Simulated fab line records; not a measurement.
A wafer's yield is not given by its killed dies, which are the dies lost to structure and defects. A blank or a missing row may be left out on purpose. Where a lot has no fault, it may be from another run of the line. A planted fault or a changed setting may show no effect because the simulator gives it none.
Problem report in the 8D (eight disciplines) form, filled by code :: flow berkeleyCmos170 :: the parts of the form that need people (team, actions taken, sign-off) are left out

== 1. PROBLEM STATEMENT ==
Wafers free of any fault read 597 (standard deviation 5.4) for PFIELD_TW at UCB170_PFIELD_TW_MEAS_09, against a mean of 562 on 6 wafers of 2 lots. Measured from the usual mean, that is -6.5 standard deviations.
Seen first at day 6 14:59 on filmMetro-01, wafer L803.1. The record holds 42 wafers of 14 lots with a number at this step. By rule, "out" or "out of limits" means more than 4 standard deviations away from the usual mean. The other wafers with a number count as sound.

== 2. WHAT IT IS AND WHAT IT IS NOT ==
question: which readings at this step
is: PFIELD_TW
is not: -

question: which lots
is: L803, L804
is not: L794, L795, L798, L806, L807, L808, L809, L812, L813, L814, L815, L817

question: which wafers of those lots
is: all that have a number
is not: -

question: read on which gauges
is: filmMetro-01
is not: filmMetro-03, filmMetro-04

question: when
is: from day 6 14:59
is not: up to then (9 sound wafers); but 27 sound wafers of L806, L807, L808, L809, L812, L813, L814, L815, L817 came after

== 3. SUSPECTS, AND WHAT RULES EACH OUT ==
Counting: any tool at a process step up to the reading is kept as a suspect provided that every lot that is out went through it and no sound lot did after the first of them.
- the gauge at UCB170_PFIELD_TW_MEAS_09: ruled out. All the wafers that are out were read on filmMetro-01, but those of them that UCB170_PFIELD_IMPLANT_07 has rows for are out there too, on other tools.
- implanter-03 at UCB170_PFIELD_IMPLANT_07: kept. It ran every lot that is out, first L803 (day 6 14:44), and no sound lot after that. On those wafers its own readings are out: beamOnS, faradayCurrentUA.
Left after counting: implanter-03 at UCB170_PFIELD_IMPLANT_07.

== 4. THE CAUSE (what the simulator had put in) ==
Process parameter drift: implanter-03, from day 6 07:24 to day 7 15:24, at UCB170_PFIELD_IMPLANT_07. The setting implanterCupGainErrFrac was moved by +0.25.
Only this tool survived the counting.

== 5. THE CHAIN OF EFFECTS, in route order ==
Each row: a reading where the mean over the struck wafers with a number is more than 3 standard deviations away from the usual. Scope: only readings with a usual standard deviation given in the record; hours: median across lots of the time from each lot's start at the first step in this table that gives one to its start at this step; sigmas: change in usual standard deviations.
hours: 0
step: UCB170_PFIELD_IMPLANT_07
reading: beamOnS
usual: 10.01 s
on struck wafers: 8.01
change: -2.00
sigmas: -10

hours: 0
step: UCB170_PFIELD_IMPLANT_07
reading: faradayCurrentUA
usual: 63.3
on struck wafers: 79.2
change: +15.9
sigmas: +12

hours: 0
step: UCB170_PFIELD_TW_MEAS_09
reading: PFIELD_TW
usual: 597
on struck wafers: 562
change: -35
sigmas: -6.5
The process steps in it:
- UCB170_PFIELD_IMPLANT_07
At these later measuring or inspecting steps, every struck wafer for which the step has a row has a number for every such reading, and none has moved that far: UCB170_NVT_OVL_MEAS_06, UCB170_M2_THK_MEAS_03.

== 6. WHAT WOULD HAVE CAUGHT IT SOONER ==
Counted from the fault's start at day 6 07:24, it took 8 hours until the first out-of-limits reading at a measuring or inspecting step in this record, taken at day 6 14:59.
The tool's own readings at UCB170_PFIELD_IMPLANT_07 were out on every struck wafer that the step has a row for (beamOnS, faradayCurrentUA): an alarm limit on them would have fired on the first of those.
Lots out: 2; of these, L804 started UCB170_PFIELD_IMPLANT_07 on implanter-03 after day 6 14:59. Holding the tool at that time would have saved it.
